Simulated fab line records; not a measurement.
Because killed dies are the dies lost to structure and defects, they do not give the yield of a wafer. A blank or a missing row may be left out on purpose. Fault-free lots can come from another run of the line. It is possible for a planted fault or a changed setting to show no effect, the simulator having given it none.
fab line records :: flow ritCmos
[record]
  lots = 15
  wafers = 45
  lastDay = 7
route steps=202 shown ACTIVE@2
lots that met no fault: from a run of the same line without faults
startH: hours from the record's opening day to when the first of the lot's shown wafers began :: waitH: how many hours have passed since the lot's step before this one :: " identical to the entry in the row above :: L1.1+2: several wafers, shown together as one row :: - no value, or no start given :: * or withheld: withheld :: < > ~ a bound
route shown NAME@n: NAME is a module with steps in the file, n the number in the route of the first one :: usual: mean and standard deviation over wafers with no fault :: same: alike in all rows :: chamber/n: place in a boat :: sites: per-site readings :: _std_site: the standard deviation of these :: _edge_site: outer sites' mean less inner sites' :: radiusMm: how far each site lies from the wafer's centre :: mask NAME#n: copy n :: behind: the last tool/chamber to shape the wafer :: hold: what put the lot on hold/how long, in hours/how the hold closed :: device: transistor that didn't switch, given as n, p or np :: end of line: tests of these same wafers at the route's end :: a step given without rows: its recipe and nothing more :: killed: dies lost to structure and defects at the first sort, not the wafer's yield :: map: a wafer's dies, x killed, . not, _ none there
set.NAME: the run value of the setting; set.NAME@STEP: its run value at that earlier step :: model.NAME: the simulator's own value behind a step, which no gauge read
steps of the route over a sample of lots; a table a step, a row a wafer
services: the hour from which a tool's chamber was out of use, counted from the record's first day as startH (under 0 if before that day), plus the number of hours and why
[[steps]]
[step RIT_ACTIVE_OXIDATION_01]
[recipe]
  tempC = 1000
  ambient = O2
  targetThkA = 468
  oxTimeS = 3360
[usual]
  oxTimeS = 3360/0
  tubeCenterTempC = 1000/0.092
  tube_center_temp_C_max = 1002.6/0.41
  zonePowerCentrePct = 49.5/0.8
lot.wafer: L277.1
tool: furnace-02
chamber: 0
startH: 10.12
waitH: 0.1
oxTimeS: 3360
tubeCenterTempC: 1000.1
tube_center_temp_C_max: 1002.7
zonePowerCentrePct: 48.7

lot.wafer: L277.2
tool: furnace-02
chamber: 0
startH: 10.12
waitH: 0.1
oxTimeS: 3360
tubeCenterTempC: 999.97
tube_center_temp_C_max: 1003.2
zonePowerCentrePct: 48.5

lot.wafer: L277.5
tool: furnace-02
chamber: 0
startH: 10.12
waitH: 0.1
oxTimeS: 3360
tubeCenterTempC: 999.99
tube_center_temp_C_max: 1002.4
zonePowerCentrePct: 48.7

lot.wafer: L278.2
tool: furnace-01
chamber: 0
startH: 15.12
waitH: 0.1
oxTimeS: 3360
tubeCenterTempC: 1000
tube_center_temp_C_max: 1002.1
zonePowerCentrePct: 48.4

lot.wafer: L278.3
tool: furnace-01
chamber: 0
startH: 15.12
waitH: 0.1
oxTimeS: 3360
tubeCenterTempC: 999.98
tube_center_temp_C_max: 1002.8
zonePowerCentrePct: 49.3

lot.wafer: L278.5
tool: furnace-01
chamber: 0
startH: 15.12
waitH: 0.1
oxTimeS: 3360
tubeCenterTempC: 1000.1
tube_center_temp_C_max: 1003.2
zonePowerCentrePct: 49.3

lot.wafer: L280.2
tool: furnace-01
chamber: 0
startH: 25.12
waitH: 0.1
oxTimeS: 3360
tubeCenterTempC: 999.92
tube_center_temp_C_max: 1002.2
zonePowerCentrePct: 49.6

lot.wafer: L280.3
tool: furnace-01
chamber: 0
startH: 25.12
waitH: 0.1
oxTimeS: 3360
tubeCenterTempC: 999.85
tube_center_temp_C_max: 1001.8
zonePowerCentrePct: 49.7

lot.wafer: L280.5
tool: furnace-01
chamber: 0
startH: 25.12
waitH: 0.1
oxTimeS: 3360
tubeCenterTempC: 999.98
tube_center_temp_C_max: 1002.2
zonePowerCentrePct: 50.0

lot.wafer: L281.1
tool: furnace-04
chamber: 0
startH: 30.12
waitH: 0.1
oxTimeS: 3360
tubeCenterTempC: 1000
tube_center_temp_C_max: 1002.6
zonePowerCentrePct: 50.7

lot.wafer: L281.3
tool: furnace-04
chamber: 0
startH: 30.12
waitH: 0.1
oxTimeS: 3360
tubeCenterTempC: 1000
tube_center_temp_C_max: 1002.8
zonePowerCentrePct: 51.3

lot.wafer: L281.4
tool: furnace-04
chamber: 0
startH: 30.12
waitH: 0.1
oxTimeS: 3360
tubeCenterTempC: 1000
tube_center_temp_C_max: 1003.1
zonePowerCentrePct: 50.3

lot.wafer: L283.2
tool: furnace-02
chamber: 0
startH: 40.12
waitH: 0.1
oxTimeS: 3360
tubeCenterTempC: 1000.1
tube_center_temp_C_max: 1002.6
zonePowerCentrePct: 49.6

lot.wafer: L283.4
tool: furnace-02
chamber: 0
startH: 40.12
waitH: 0.1
oxTimeS: 3360
tubeCenterTempC: 999.92
tube_center_temp_C_max: 1002.7
zonePowerCentrePct: 48.5

lot.wafer: L283.6
tool: furnace-02
chamber: 0
startH: 40.12
waitH: 0.1
oxTimeS: 3360
tubeCenterTempC: 1000.1
tube_center_temp_C_max: 1002.8
zonePowerCentrePct: 48.5

lot.wafer: L284.1
tool: furnace-02
chamber: 0
startH: 45.12
waitH: 0.1
oxTimeS: 3360
tubeCenterTempC: 1000.1
tube_center_temp_C_max: 1003.1
zonePowerCentrePct: 49.0

lot.wafer: L284.4
tool: furnace-02
chamber: 0
startH: 45.12
waitH: 0.1
oxTimeS: 3360
tubeCenterTempC: 999.89
tube_center_temp_C_max: 1001.8
zonePowerCentrePct: 48.7

lot.wafer: L284.6
tool: furnace-02
chamber: 0
startH: 45.12
waitH: 0.1
oxTimeS: 3360
tubeCenterTempC: 999.98
tube_center_temp_C_max: 1002.3
zonePowerCentrePct: 48.3

lot.wafer: L285.2
tool: furnace-04
chamber: 0
startH: 50.12
waitH: 0.1
oxTimeS: 3360
tubeCenterTempC: 1000
tube_center_temp_C_max: 1002.1
zonePowerCentrePct: 51.1

lot.wafer: L285.5
tool: furnace-04
chamber: 0
startH: 50.12
waitH: 0.1
oxTimeS: 3360
tubeCenterTempC: 999.96
tube_center_temp_C_max: 1002.7
zonePowerCentrePct: 50.6

lot.wafer: L285.6
tool: furnace-04
chamber: 0
startH: 50.12
waitH: 0.1
oxTimeS: 3360
tubeCenterTempC: 999.92
tube_center_temp_C_max: 1002.4
zonePowerCentrePct: 50.1

lot.wafer: L286.1
tool: furnace-04
chamber: 0
startH: 55.12
waitH: 0.1
oxTimeS: 3360
tubeCenterTempC: 1000
tube_center_temp_C_max: 1003.0
zonePowerCentrePct: 50.0

lot.wafer: L286.4
tool: furnace-04
chamber: 0
startH: 55.12
waitH: 0.1
oxTimeS: 3360
tubeCenterTempC: 1000.1
tube_center_temp_C_max: 1002.7
zonePowerCentrePct: 49.8

lot.wafer: L286.5
tool: furnace-04
chamber: 0
startH: 55.12
waitH: 0.1
oxTimeS: 3360
tubeCenterTempC: 999.84
tube_center_temp_C_max: 1003.0
zonePowerCentrePct: 50.2

lot.wafer: L287.1
tool: furnace-04
chamber: 0
startH: 60.12
waitH: 0.1
oxTimeS: 3360
tubeCenterTempC: 1000
tube_center_temp_C_max: 1002.1
zonePowerCentrePct: 50.7

lot.wafer: L287.3
tool: furnace-04
chamber: 0
startH: 60.12
waitH: 0.1
oxTimeS: 3360
tubeCenterTempC: 1000.1
tube_center_temp_C_max: 1003.1
zonePowerCentrePct: 49.8

lot.wafer: L287.5
tool: furnace-04
chamber: 0
startH: 60.12
waitH: 0.1
oxTimeS: 3360
tubeCenterTempC: 1000.1
tube_center_temp_C_max: 1002.2
zonePowerCentrePct: 50.4

lot.wafer: L292.3
tool: furnace-02
chamber: 0
startH: 85.12
waitH: 0.1
oxTimeS: 5040
tubeCenterTempC: 1000.2
tube_center_temp_C_max: 1002.8
zonePowerCentrePct: 48.5

lot.wafer: L292.4
tool: furnace-02
chamber: 0
startH: 85.12
waitH: 0.1
oxTimeS: 5040
tubeCenterTempC: 1000.1
tube_center_temp_C_max: 1002.8
zonePowerCentrePct: 48.1

lot.wafer: L292.6
tool: furnace-02
chamber: 0
startH: 85.12
waitH: 0.1
oxTimeS: 5040
tubeCenterTempC: 999.98
tube_center_temp_C_max: 1002.9
zonePowerCentrePct: 48.8

lot.wafer: L293.2
tool: furnace-02
chamber: 0
startH: 91.05
waitH: 1.0
oxTimeS: 5040
tubeCenterTempC: 1000.2
tube_center_temp_C_max: 1003.1
zonePowerCentrePct: 48.5

lot.wafer: L293.4
tool: furnace-02
chamber: 0
startH: 91.05
waitH: 1.0
oxTimeS: 5040
tubeCenterTempC: 1000.1
tube_center_temp_C_max: 1002.4
zonePowerCentrePct: 48.8

lot.wafer: L293.6
tool: furnace-02
chamber: 0
startH: 91.05
waitH: 1.0
oxTimeS: 5040
tubeCenterTempC: 999.82
tube_center_temp_C_max: 1002.4
zonePowerCentrePct: 49.9

lot.wafer: L295.2
tool: furnace-02
chamber: 0
startH: 100.12
waitH: 0.1
oxTimeS: 5040
tubeCenterTempC: 1000.1
tube_center_temp_C_max: 1003.1
zonePowerCentrePct: 49.2

lot.wafer: L295.3
tool: furnace-02
chamber: 0
startH: 100.12
waitH: 0.1
oxTimeS: 5040
tubeCenterTempC: 1000
tube_center_temp_C_max: 1003.3
zonePowerCentrePct: 48.7

lot.wafer: L295.4
tool: furnace-02
chamber: 0
startH: 100.12
waitH: 0.1
oxTimeS: 5040
tubeCenterTempC: 1000.2
tube_center_temp_C_max: 1002.3
zonePowerCentrePct: 49.7

lot.wafer: L297.2
tool: furnace-04
chamber: 0
startH: 110.12
waitH: 0.1
oxTimeS: 3360
tubeCenterTempC: 999.88
tube_center_temp_C_max: 1002.0
zonePowerCentrePct: 50.3

lot.wafer: L297.3
tool: furnace-04
chamber: 0
startH: 110.12
waitH: 0.1
oxTimeS: 3360
tubeCenterTempC: 1000.1
tube_center_temp_C_max: 1002.0
zonePowerCentrePct: 51.9

lot.wafer: L297.4
tool: furnace-04
chamber: 0
startH: 110.12
waitH: 0.1
oxTimeS: 3360
tubeCenterTempC: 999.92
tube_center_temp_C_max: 1002.9
zonePowerCentrePct: 50.0

lot.wafer: L298.2
tool: furnace-01
chamber: 0
startH: 115.12
waitH: 0.1
oxTimeS: 3360
tubeCenterTempC: 1000.1
tube_center_temp_C_max: 1003.1
zonePowerCentrePct: 49.6

lot.wafer: L298.3
tool: furnace-01
chamber: 0
startH: 115.12
waitH: 0.1
oxTimeS: 3360
tubeCenterTempC: 1000.1
tube_center_temp_C_max: 1002.7
zonePowerCentrePct: 49.5

lot.wafer: L298.4
tool: furnace-01
chamber: 0
startH: 115.12
waitH: 0.1
oxTimeS: 3360
tubeCenterTempC: 1000.1
tube_center_temp_C_max: 1002.5
zonePowerCentrePct: 48.9

lot.wafer: L299.1
tool: furnace-01
chamber: 0
startH: 120.12
waitH: 0.1
oxTimeS: 3360
tubeCenterTempC: 1000.1
tube_center_temp_C_max: 1003.1
zonePowerCentrePct: 49.6

lot.wafer: L299.3
tool: furnace-01
chamber: 0
startH: 120.12
waitH: 0.1
oxTimeS: 3360
tubeCenterTempC: 1000.1
tube_center_temp_C_max: 1002.3
zonePowerCentrePct: 49.8

lot.wafer: L299.5
tool: furnace-01
chamber: 0
startH: 120.12
waitH: 0.1
oxTimeS: 3360
tubeCenterTempC: 999.97
tube_center_temp_C_max: 1002.6
zonePowerCentrePct: 49.5
[step RIT_ACTIVE_THK_MEAS_02]
[recipe]
  reads = SiO2_of_ACTIVE_OXIDATION_01
[usual]
  ACTIVE_OXIDE_THK = 47.0/0.77
lot.wafer: L277.1
tool: filmMetro-03
chamber: -
startH: 12.05
waitH: 0.0
ACTIVE_OXIDE_THK[nm]: 47.9

lot.wafer: L277.2
tool: filmMetro-03
chamber: -
startH: 12.05
waitH: 0.0
ACTIVE_OXIDE_THK[nm]: 47.8

lot.wafer: L277.5
tool: filmMetro-03
chamber: -
startH: 12.05
waitH: 0.0
ACTIVE_OXIDE_THK[nm]: 48.1

lot.wafer: L278.2
tool: filmMetro-01
chamber: -
startH: 17.06
waitH: 0.0
ACTIVE_OXIDE_THK[nm]: 45.8

lot.wafer: L278.3
tool: filmMetro-01
chamber: -
startH: 17.06
waitH: 0.0
ACTIVE_OXIDE_THK[nm]: 46.3

lot.wafer: L278.5
tool: filmMetro-01
chamber: -
startH: 17.06
waitH: 0.0
ACTIVE_OXIDE_THK[nm]: 47.2

lot.wafer: L280.2
tool: filmMetro-04
chamber: -
startH: 27.06
waitH: 0.0
ACTIVE_OXIDE_THK[nm]: 48.5

lot.wafer: L280.3
tool: filmMetro-04
chamber: -
startH: 27.06
waitH: 0.0
ACTIVE_OXIDE_THK[nm]: 47.4

lot.wafer: L280.5
tool: filmMetro-04
chamber: -
startH: 27.06
waitH: 0.0
ACTIVE_OXIDE_THK[nm]: 48.1

lot.wafer: L281.1
tool: filmMetro-04
chamber: -
startH: 32.05
waitH: 0.0
ACTIVE_OXIDE_THK[nm]: 45.3

lot.wafer: L281.3
tool: filmMetro-04
chamber: -
startH: 32.05
waitH: 0.0
ACTIVE_OXIDE_THK[nm]: 45.8

lot.wafer: L281.4
tool: filmMetro-04
chamber: -
startH: 32.05
waitH: 0.0
ACTIVE_OXIDE_THK[nm]: 46.0

lot.wafer: L283.2
tool: filmMetro-01
chamber: -
startH: 42.06
waitH: 0.0
ACTIVE_OXIDE_THK[nm]: 47.2

lot.wafer: L283.4
tool: filmMetro-01
chamber: -
startH: 42.06
waitH: 0.0
ACTIVE_OXIDE_THK[nm]: 47.5

lot.wafer: L283.6
tool: filmMetro-01
chamber: -
startH: 42.06
waitH: 0.0
ACTIVE_OXIDE_THK[nm]: 46.5

lot.wafer: L284.1
tool: filmMetro-01
chamber: -
startH: 47.05
waitH: 0.0
ACTIVE_OXIDE_THK[nm]: 47.3

lot.wafer: L284.4
tool: filmMetro-01
chamber: -
startH: 47.05
waitH: 0.0
ACTIVE_OXIDE_THK[nm]: 47.6

lot.wafer: L284.6
tool: filmMetro-01
chamber: -
startH: 47.05
waitH: 0.0
ACTIVE_OXIDE_THK[nm]: 46.7

lot.wafer: L285.2
tool: filmMetro-01
chamber: -
startH: 52.06
waitH: 0.0
ACTIVE_OXIDE_THK[nm]: 47.9

lot.wafer: L285.5
tool: filmMetro-01
chamber: -
startH: 52.06
waitH: 0.0
ACTIVE_OXIDE_THK[nm]: 46.9

lot.wafer: L285.6
tool: filmMetro-01
chamber: -
startH: 52.06
waitH: 0.0
ACTIVE_OXIDE_THK[nm]: 45.9

lot.wafer: L286.1
tool: filmMetro-03
chamber: -
startH: 57.05
waitH: 0.0
ACTIVE_OXIDE_THK[nm]: 47.7

lot.wafer: L286.4
tool: filmMetro-03
chamber: -
startH: 57.05
waitH: 0.0
ACTIVE_OXIDE_THK[nm]: 47.5

lot.wafer: L286.5
tool: filmMetro-03
chamber: -
startH: 57.05
waitH: 0.0
ACTIVE_OXIDE_THK[nm]: 47.9

lot.wafer: L287.1
tool: filmMetro-04
chamber: -
startH: 62.05
waitH: 0.0
ACTIVE_OXIDE_THK[nm]: 47.1

lot.wafer: L287.3
tool: filmMetro-04
chamber: -
startH: 62.05
waitH: 0.0
ACTIVE_OXIDE_THK[nm]: 46.5

lot.wafer: L287.5
tool: filmMetro-04
chamber: -
startH: 62.05
waitH: 0.0
ACTIVE_OXIDE_THK[nm]: 46.2

lot.wafer: L292.3
tool: filmMetro-03
chamber: -
startH: 87.07
waitH: 0.0
ACTIVE_OXIDE_THK[nm]: 62.0

lot.wafer: L292.4
tool: filmMetro-03
chamber: -
startH: 87.07
waitH: 0.0
ACTIVE_OXIDE_THK[nm]: 61.8

lot.wafer: L292.6
tool: filmMetro-03
chamber: -
startH: 87.07
waitH: 0.0
ACTIVE_OXIDE_THK[nm]: 61.9

lot.wafer: L293.2
tool: filmMetro-01
chamber: -
startH: 92.99
waitH: 0.0
ACTIVE_OXIDE_THK[nm]: 61.5

lot.wafer: L293.4
tool: filmMetro-01
chamber: -
startH: 92.99
waitH: 0.0
ACTIVE_OXIDE_THK[nm]: 62.1

lot.wafer: L293.6
tool: filmMetro-01
chamber: -
startH: 92.99
waitH: 0.0
ACTIVE_OXIDE_THK[nm]: 61.5

lot.wafer: L295.2
tool: filmMetro-03
chamber: -
startH: 102.06
waitH: 0.0
ACTIVE_OXIDE_THK[nm]: 62.1

lot.wafer: L295.3
tool: filmMetro-03
chamber: -
startH: 102.06
waitH: 0.0
ACTIVE_OXIDE_THK[nm]: 61.2

lot.wafer: L295.4
tool: filmMetro-03
chamber: -
startH: 102.06
waitH: 0.0
ACTIVE_OXIDE_THK[nm]: 61.5

lot.wafer: L297.2
tool: filmMetro-01
chamber: -
startH: 112.06
waitH: 0.0
ACTIVE_OXIDE_THK[nm]: 46.3

lot.wafer: L297.3
tool: filmMetro-01
chamber: -
startH: 112.06
waitH: 0.0
ACTIVE_OXIDE_THK[nm]: 46.7

lot.wafer: L297.4
tool: filmMetro-01
chamber: -
startH: 112.06
waitH: 0.0
ACTIVE_OXIDE_THK[nm]: 46.7

lot.wafer: L298.2
tool: filmMetro-04
chamber: -
startH: 117.06
waitH: 0.0
ACTIVE_OXIDE_THK[nm]: 46.8

lot.wafer: L298.3
tool: filmMetro-04
chamber: -
startH: 117.06
waitH: 0.0
ACTIVE_OXIDE_THK[nm]: 48.0

lot.wafer: L298.4
tool: filmMetro-04
chamber: -
startH: 117.06
waitH: 0.0
ACTIVE_OXIDE_THK[nm]: 47.6

lot.wafer: L299.1
tool: filmMetro-01
chamber: -
startH: 122.05
waitH: 0.0
ACTIVE_OXIDE_THK[nm]: 47.6

lot.wafer: L299.3
tool: filmMetro-01
chamber: -
startH: 122.05
waitH: 0.0
ACTIVE_OXIDE_THK[nm]: 47.9

lot.wafer: L299.5
tool: filmMetro-01
chamber: -
startH: 122.05
waitH: 0.0
ACTIVE_OXIDE_THK[nm]: 48.2
[[services]]
tool: furnace-04
chamber: -
startH: 19.16
hours: 2.9
kind: pm

tool: furnace-04
chamber: -
startH: 98.13
hours: 3.6
kind: pm
[[key]]
[firstSign]
  step = RIT_ACTIVE_OXIDATION_01
  reading = oxTimeS
  direction = up
  sigmas = 99+
  usual = *
  struck = *
[effect]
  step = RIT_ACTIVE_THK_MEAS_02
  reading = ACTIVE_OXIDE_THK
  direction = up
  sigmas = 19
  usual = 47.0
  struck = 61.7
metAt RIT_ACTIVE_OXIDATION_01
struckLots L292,L293,L295
testerLeftOut L292,L293,L295
onsetBetween 45.12 85.12
[fault]
  kind = processParameterDrift
  tool = furnace-02
  chamber = -
  onsetH = 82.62
  steps = RIT_ACTIVE_OXIDATION_01
  channel = oxTimeS
  offset = *
  shape = step
  endH = 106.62
  actsIn = *
  stated = *
// testerLeftOut: of these lots the tester's yield and bins aren't shown, on N5 and GAA mostly nor the transistor test; their killed dies are dies lost to structure and defects alone, not to doping, threshold or leakage, so they don't give the yield
